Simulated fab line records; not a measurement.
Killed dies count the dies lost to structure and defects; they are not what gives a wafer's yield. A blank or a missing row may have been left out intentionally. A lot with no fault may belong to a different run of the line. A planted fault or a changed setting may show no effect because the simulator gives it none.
Split-lot experiment | flow berkeleyCmos170 | 5 lots, 23 wafers read, on a route of 331 steps

ABOUT THE SPLIT
At UCB170_BACKSIDE_COAT_01 (resist thk 900 nm), the setting spinRpm was moved away from the recipe's 1500 rpm on 5 of the 23 wafers read, by -5.3% to +6.1%. For the rest of the wafers, this setting stayed at what the recipe calls for.

The reading comes from the split's own step.

THE READING
KrF_of_BACKSIDE_COAT_01.thkNm (the simulator's own value, which no gauge read), in nm, at UCB170_BACKSIDE_COAT_01 (resist thk 900 nm). The file does not state a usual value for it. Here, 18 wafers ran the recipe; their average is 900.5 nm with a standard deviation of 2 nm.

wafer  | tool, chamber at the split | spinRpm as run, rpm | against the recipe | KrF_of_BACKSIDE_COAT_01.thkNm, nm | against lot-mates on the recipe
L074.1 | lithoTrack-04, 0           | 1592                | +6.1%              | 878.2                             | -22.5
L074.2 | lithoTrack-04, 0           | 1500                | recipe             | 900.5                             | -
L074.3 | lithoTrack-04, 0           | 1592                | +6.1%              | 876.9                             | -23.8
L074.4 | lithoTrack-04, 0           | 1500                | recipe             | 900.9                             | -
L074.6 | lithoTrack-04, 0           | 1592                | +6.1%              | 875.3                             | -25.4
L076.1 | lithoTrack-02, 0           | 1500                | recipe             | 899.4                             | -
L076.2 | lithoTrack-02, 0           | 1500                | recipe             | 900.5                             | -
L076.3 | lithoTrack-02, 0           | 1500                | recipe             | 904.1                             | -
L076.4 | lithoTrack-02, 0           | 1500                | recipe             | 896.8                             | -
L076.6 | lithoTrack-02, 0           | 1500                | recipe             | 900.6                             | -
L080.1 | lithoTrack-03, 0           | 1421                | -5.3%              | 927.4                             | +25.2
L080.3 | lithoTrack-03, 0           | 1421                | -5.3%              | 924.7                             | +22.5
L080.4 | lithoTrack-03, 0           | 1500                | recipe             | 902.1                             | -
L080.6 | lithoTrack-03, 0           | 1500                | recipe             | 902.1                             | -
L080.5 | lithoTrack-03, 0           | 1500                | recipe             | 902.3                             | -
L079.1 | lithoTrack-02, 0           | 1500                | recipe             | 900.9                             | -
L079.3 | lithoTrack-02, 0           | 1500                | recipe             | 899.3                             | -
L079.4 | lithoTrack-02, 0           | 1500                | recipe             | 899.9                             | -
L079.5 | lithoTrack-02, 0           | 1500                | recipe             | 895.9                             | -
L079.6 | lithoTrack-02, 0           | 1500                | recipe             | 898.8                             | -
L082.1 | lithoTrack-04, 0           | 1500                | recipe             | 900.8                             | -
L082.3 | lithoTrack-04, 0           | 1500                | recipe             | 902.3                             | -
L082.4 | lithoTrack-04, 0           | 1500                | recipe             | 902.7                             | -

FIT RESULTS
A straight line over all 23 wafers: KrF_of_BACKSIDE_COAT_01.thkNm changes by -4.22 nm for each +1% of spinRpm; r = -0.98; the points scatter about the line by 2.2 nm.
The same after taking each lot's own level away (the mean of its wafers on the recipe; 23 wafers): -4.12 nm for each +1%; r = -0.99; scatter 1.7 nm.
On that fit, the largest move of spinRpm shifts the reading by 25 nm.
Measured against the standard deviation above, the lots' own levels, which go from 898.96 to 902.17 nm, span 1.6 times it.
Consequently the slope shifts little with the lot-to-lot level, the two slopes agreeing.
Check: for one of the wafers moved furthest among these (+6.1%), held out of the fit, the line's prediction against its lot-mates is -25.7 nm. Against them it came out at -22.5 nm.

ADDITIONAL SPLITS CARRIED BY THESE WAFERS
Note: prior to the reading, these wafers also went through further splits. Each is held against what the fit with the lots' levels taken away leaves over:
other split on the same wafers | wafers away from the commonest value | r with KrF_of_BACKSIDE_COAT_01.thkNm (lot level and that fit taken away)
UCB170_NSD_IMPLANT_08 doseCm2  | 7                                    | +0.09

THE WHOLE CHAIN: every reading that the file lists as answering this split, in the file's order
step                     | what it does      | reading                                                                        | change (the file's fit)              | r (the file's)
UCB170_BACKSIDE_COAT_01  | resist thk 900 nm | KrF_of_BACKSIDE_COAT_01.thkNm (the simulator's own value, which no gauge read) | -4.17 nm for each +1% of the setting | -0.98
UCB170_BACKSIDE_STRIP_03 | strips in O2      | stripTimeToEndpointS                                                           | withheld for each +1% of the setting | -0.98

FILE'S OWN FIT
KrF_of_BACKSIDE_COAT_01.thkNm changes by -4.17 nm for each +1% of spinRpm, r = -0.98.
